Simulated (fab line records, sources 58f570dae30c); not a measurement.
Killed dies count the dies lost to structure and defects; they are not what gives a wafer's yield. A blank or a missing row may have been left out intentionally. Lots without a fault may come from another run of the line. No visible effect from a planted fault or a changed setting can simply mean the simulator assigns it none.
fab line records	flow berkeley-cmos170
[record] lots = 13	wafers = 39	last-day = 12
route steps=331 shown PWELL@37 ACTIVE@76 PVT@123 V2@295
lots untouched by any fault: they come from a run of this same line in which no faults occurred
start-h: hours from the record's first day to the start of the lot's first wafer shown	wait-h: how many hours have passed since the lot's step before this one	" identical to the entry in the row above	L1.1+2: a single row standing in for several wafers	- no value, or no start was given	* or withheld: withheld	< > ~ a bound
route shown NAME@n: NAME is a module with steps in the file, n the number in the route of the first one	usual: mean and standard deviation over wafers with no fault	same: alike in all rows	chamber/n: place in a boat	sites: the reading at each site	_std_site: their standard deviation	_edge_site: mean of outer sites minus mean of inner sites	radius-mm: how far each site lies from the wafer's centre	mask NAME#n: copy n	behind: the tool/chamber that last shaped the wafer	hold: the reason the lot was held/the length of the hold in hours/how it ended	device: transistor that didn't switch, given as n, p or np	end of line: the route-end tests of the same wafers	step lacking rows: just its recipe	killed: dies that structure and defects cost at the first sort, which is not the same as the wafer's yield	map: the dies of a wafer, with x for killed, . for not killed, _ for no die there
set.NAME: setting as actually run; set.NAME@STEP: the setting as run at that earlier step	model.NAME: the simulator's own value behind a step, which no gauge read
a sample of lots followed through the steps of the route, with each step as a table and each wafer as a row
services: when a tool's chamber went out of use (start-h, in hours from the record's first day, below 0 if earlier), for how many hours, and the reason
[[steps]]
[step UCB170_PWELL_THK_MEAS_03]
[recipe] reads = SiO2_of_PWELL_OXIDATION_02
[usual] PWELL_OXIDE_THK = 26.1/0.55
lot.wafer	tool	chamber	start-h	wait-h	PWELL_OXIDE_THK[nm]
L230.2	film-metro-04	-	38.82	0.0	25.2
L230.3	"	-	"	"	25.1
L230.6	"	-	"	"	25.6
L231.1	film-metro-02	-	46.30	0.0	26.0
L231.2	"	-	"	"	25.8
L231.4	"	-	"	"	26.6
L232.1	film-metro-04	-	50.82	0.0	25.6
L232.3	"	-	"	"	25.4
L232.6	"	-	"	"	25.8
L233.1	film-metro-02	-	56.92	0.0	26.6
L233.2	"	-	"	"	25.8
L233.6	"	-	"	"	26.3
L234.3	film-metro-02	-	61.14	0.0	25.9
L234.4	"	-	"	"	26.6
L234.6	"	-	"	"	26.5
L236.1	film-metro-04	-	68.48	0.0	26.4
L236.3	"	-	"	"	26.5
L236.4	"	-	"	"	25.8
L235.2	film-metro-02	-	68.49	0.0	25.3
L235.3	"	-	"	"	25.0
L235.4	"	-	"	"	25.2
L238.2	film-metro-02	-	81.11	0.2	26.4
L238.5	"	-	"	"	26.2
L238.6	"	-	"	"	26.4
L237.3	film-metro-04	-	81.12	0.2	26.1
L237.4	"	-	"	"	26.1
L237.5	"	-	"	"	26.2
L240.2	film-metro-04	-	92.43	0.0	25.9
L240.4	"	-	"	"	26.3
L240.5	"	-	"	"	26.2
L251.1	film-metro-04	-	144.14	0.0	26.1
L251.4	"	-	"	"	26.0
L251.6	"	-	"	"	26.1
L249.2	film-metro-01	-	144.15	0.0	25.2
L249.4	"	-	"	"	24.9
L249.6	"	-	"	"	24.9
L253.2	film-metro-04	-	151.00	0.0	25.8
L253.5	"	-	"	"	25.7
L253.6	"	-	"	"	25.5
[step UCB170_ACTIVE_STRIP_16]
[recipe] chemistry = O2	power-w = 400	pressure-mtorr = 3500	platen-temp-c = withheld	o2-flow-sccm = 400	overash-fraction = 0.5
[usual] drypump-motor-current-A = 5.6/0.41	oes-product-au = 0.721/0.0045	strip-time-to-endpoint-s = 18.12/0.091
lot.wafer	tool	chamber	start-h	wait-h	drypump-motor-current-A	oes-product-au	rf-hours-counter-h	strip-time-to-endpoint-s
L230.2	plasma-asher-02	0	71.12	0.1	5.9	0.722	39	18.05
L230.3	"	0	"	"	5.9	0.719	-	18.08
L230.6	"	0	"	"	5.9	0.721	-	18.04
L232.1	plasma-asher-02	0	81.60	0.1	5.8	0.730	41	18.28
L232.3	"	1	"	"	6.2	0.717	-	18.12
L232.6	"	1	"	"	6.2	0.721	-	18.15
L231.1	plasma-asher-01	0	81.84	0.1	5.2	0.721	37	18.15
L231.2	"	1	"	"	5.8	0.719	37	18.19
L231.4	"	1	"	"	5.8	0.720	-	18.11
L233.1	plasma-asher-02	0	89.10	0.1	5.9	0.723	42	18.21
L233.2	"	1	"	"	6.2	0.721	42	18.14
L233.6	"	1	"	"	6.2	0.723	-	18.15
L234.3	plasma-asher-01	0	96.45	0.1	5.2	0.723	-	18.13
L234.4	"	1	"	"	5.8	0.719	-	18.01
L234.6	"	0	"	"	5.2	0.720	-	18.02
L235.2	plasma-asher-02	0	101.90	0.1	5.9	0.716	43	17.99
L235.3	"	0	"	"	5.8	0.718	-	18.10
L235.4	"	1	"	"	6.2	0.718	-	18.02
L236.1	plasma-asher-01	0	102.64	0.1	5.2	0.719	39	18.25
L236.3	"	0	"	"	5.2	0.716	-	18.11
L236.4	"	1	"	"	5.7	0.728	-	18.26
L237.3	plasma-asher-01	0	114.19	0.1	5.2	0.731	-	17.99
L237.4	"	1	"	"	5.7	0.724	-	17.99
L237.5	"	0	"	"	5.2	0.717	-	18.03
L238.2	plasma-asher-01	0	114.43	0.1	5.2	0.712	41	18.04
L238.5	"	1	"	"	5.8	0.735	-	17.57
L238.6	"	0	"	"	5.2	0.727	-	17.98
L240.2	plasma-asher-02	0	130.89	0.1	5.8	0.716	2	18.15
L240.4	"	1	"	"	6.2	0.722	-	18.09
L240.5	"	0	"	"	5.9	0.722	-	18.11
L249.2	plasma-asher-04	1	175.84	0.1	4.9	0.711	36	18.25
L249.4	"	1	"	"	4.9	0.716	-	18.36
L249.6	"	0	"	"	5.2	0.726	-	18.28
L251.1	plasma-asher-02	1	176.04	0.1	6.2	0.724	5	18.08
L251.4	"	1	"	"	6.2	0.717	-	18.11
L251.6	"	1	"	"	6.2	0.727	-	18.15
L253.2	plasma-asher-04	1	190.67	0.1	4.9	0.721	38	18.00
L253.5	"	1	"	"	4.9	0.734	-	18.07
L253.6	"	0	"	"	5.2	0.716	-	18.09
[step UCB170_PVT_STRIP_08]
[recipe] chemistry = O2	power-w = 400	pressure-mtorr = 3500	platen-temp-c = withheld	o2-flow-sccm = 400	overash-fraction = 0.5
[usual] drypump-motor-current-A = 5.9/0.51	oes-product-au = 0.734/0.0047	strip-time-to-endpoint-s = 21.64/0.058
lot.wafer	tool	chamber	start-h	wait-h	drypump-motor-current-A	oes-product-au	rf-hours-counter-h	strip-time-to-endpoint-s
L230.2	plasma-asher-01	0	100.47	0.1	5.2	0.733	39	21.70
L230.3	"	0	"	"	5.2	0.743	-	21.69
L230.6	"	0	"	"	5.2	0.728	-	21.71
L232.1	plasma-asher-01	0	112.18	0.1	5.2	0.732	40	21.68
L232.3	"	0	"	"	5.2	0.732	-	21.63
L232.6	"	0	"	"	5.2	0.733	-	21.59
L231.1	plasma-asher-03	0	112.40	0.1	6.2	0.740	39	21.67
L231.2	"	1	"	"	6.8	0.738	39	21.63
L231.4	"	1	"	"	6.8	0.742	-	21.63
L233.1	plasma-asher-03	1	121.41	0.1	6.7	0.737	41	21.67
L233.2	"	0	"	"	6.3	0.737	41	21.60
L233.6	"	1	"	"	6.8	0.733	-	21.57
L234.3	plasma-asher-01	1	130.05	0.1	5.8	0.731	-	21.63
L234.4	"	0	"	"	5.2	0.737	-	21.62
L234.6	"	0	"	"	5.2	0.734	-	21.60
L236.1	plasma-asher-02	1	137.32	0.1	6.1	0.731	2	21.65
L236.3	"	0	"	"	5.9	0.732	-	21.61
L236.4	"	1	"	"	6.2	0.730	-	21.58
L235.2	plasma-asher-01	1	137.46	0.1	5.8	0.725	44	21.63
L235.3	"	0	"	"	5.2	0.732	-	21.63
L235.4	"	1	"	"	5.8	0.741	-	21.65
L238.2	plasma-asher-01	1	144.49	0.1	5.8	0.732	45	21.53
L238.5	"	1	"	"	5.7	0.735	-	21.60
L238.6	"	0	"	"	5.2	0.735	-	21.58
L237.3	plasma-asher-01	0	144.79	0.1	5.2	0.730	-	21.66
L237.4	"	1	"	"	5.7	0.732	-	21.66
L237.5	"	1	"	"	5.8	0.738	-	21.73
L240.2	plasma-asher-01	1	167.65	0.1	5.7	0.737	47	21.65
L240.4	"	0	"	"	5.2	0.736	-	21.59
L240.5	"	1	"	"	5.8	0.738	-	21.65
L249.2	plasma-asher-03	0	211.32	0.1	6.3	0.740	51	21.62
L249.4	"	1	"	"	6.8	0.744	-	21.64
L249.6	"	1	"	"	6.8	0.732	-	21.58
L251.1	plasma-asher-01	1	212.28	0.1	5.8	0.729	51	21.64
L251.4	"	1	"	"	5.8	0.729	-	21.60
L251.6	"	0	"	"	5.2	0.731	-	21.69
L253.2	plasma-asher-02	0	226.38	0.1	5.9	0.731	11	21.62
L253.5	"	1	"	"	6.1	0.737	-	21.67
L253.6	"	0	"	"	5.8	0.731	-	21.67
[step UCB170_V2_BOW_MEAS_03]
[recipe] mode = bow
[usual] V2_BOW = 35/7.5
lot.wafer	tool	chamber	start-h	wait-h	V2_BOW[um]
L230.2	film-metro-03	-	146.85	0.2	31
L230.3	"	-	"	"	30
L230.6	"	-	"	"	35
L231.1	film-metro-01	-	158.34	0.1	40
L231.2	"	-	"	"	18
L231.4	"	-	"	"	34
L232.1	film-metro-02	-	159.76	0.1	33
L232.3	"	-	"	"	36
L232.6	"	-	"	"	47
L233.1	film-metro-03	-	171.46	0.2	22
L233.2	"	-	"	"	31
L233.6	"	-	"	"	20
L234.3	film-metro-01	-	171.99	0.3	50
L234.4	"	-	"	"	28
L234.6	"	-	"	"	51
L236.1	film-metro-01	-	181.53	0.2	45
L236.3	"	-	"	"	42
L236.4	"	-	"	"	33
L237.3	film-metro-03	-	182.00	0.2	32
L237.4	"	-	"	"	37
L237.5	"	-	"	"	21
L235.2	film-metro-02	-	182.03	0.2	50
L235.3	"	-	"	"	41
L235.4	"	-	"	"	30
L238.2	film-metro-01	-	192.09	0.2	40
L238.5	"	-	"	"	30
L238.6	"	-	"	"	43
L240.2	film-metro-01	-	216.62	0.1	43
L240.4	"	-	"	"	51
L240.5	"	-	"	"	46
L249.2	film-metro-03	-	260.69	0.1	38
L249.4	"	-	"	"	41
L249.6	"	-	"	"	34
L251.1	film-metro-03	-	261.11	0.1	34
L251.4	"	-	"	"	35
L251.6	"	-	"	"	28
L253.2	film-metro-02	-	277.52	0.2	35
L253.5	"	-	"	"	28
L253.6	"	-	"	"	43
[[services]]
tool	chamber	start-h	hours	kind
plasma-asher-01	-	67.94	4.3	pm
plasma-asher-01	-	74.99	3.9	repair
plasma-asher-04	-	92.19	0.9	repair
plasma-asher-02	-	108.75	9.0	pm
plasma-asher-02	0	108.75	9.0	vent-cycle
plasma-asher-02	1	108.75	9.0	vent-cycle
plasma-asher-02	0	117.75	-	clean
plasma-asher-02	1	117.75	-	clean
plasma-asher-03	-	118.09	1.4	repair
plasma-asher-02	-	163.56	12.4	repair
plasma-asher-01	-	169.20	2.8	pm
plasma-asher-03	-	192.85	1.3	repair
plasma-asher-01	-	195.90	1.2	repair
plasma-asher-04	-	209.00	3.8	repair
plasma-asher-03	-	218.75	5.6	repair
[[key]]
[first-sign] step = UCB170_ACTIVE_STRIP_16	reading = strip-time-to-endpoint-s	direction = down	sigmas = 5.9	usual = *	struck = *
[effect] step = UCB170_ACTIVE_STRIP_16	reading = oes-product-au	direction = up	sigmas = 3.1	usual = 0.721	struck = 0.735
met-at UCB170_ACTIVE_STRIP_16
struck-lots L238
struck-wafers L238.5
tester-left-out L238
not-acting-at UCB170_PWELL_THK_MEAS_03,UCB170_PVT_STRIP_08,UCB170_V2_BOW_MEAS_03
onset-between 114.19 114.43
[fault] kind = process-parameter-drift	tool = plasma-asher-01	chamber = 1	onset-h = 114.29	steps = UCB170_ACTIVE_STRIP_16	channel = power-w	offset = 12.699	shape = step	end-h = 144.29	acts-in = these-recipes-only	stated = 400
// tester-left-out: of these lots the tester's yield and bins aren't shown, on N5 and GAA mostly nor the transistor test; their killed dies are dies lost to structure and defects alone, not to doping, threshold or leakage, so they don't give the yield
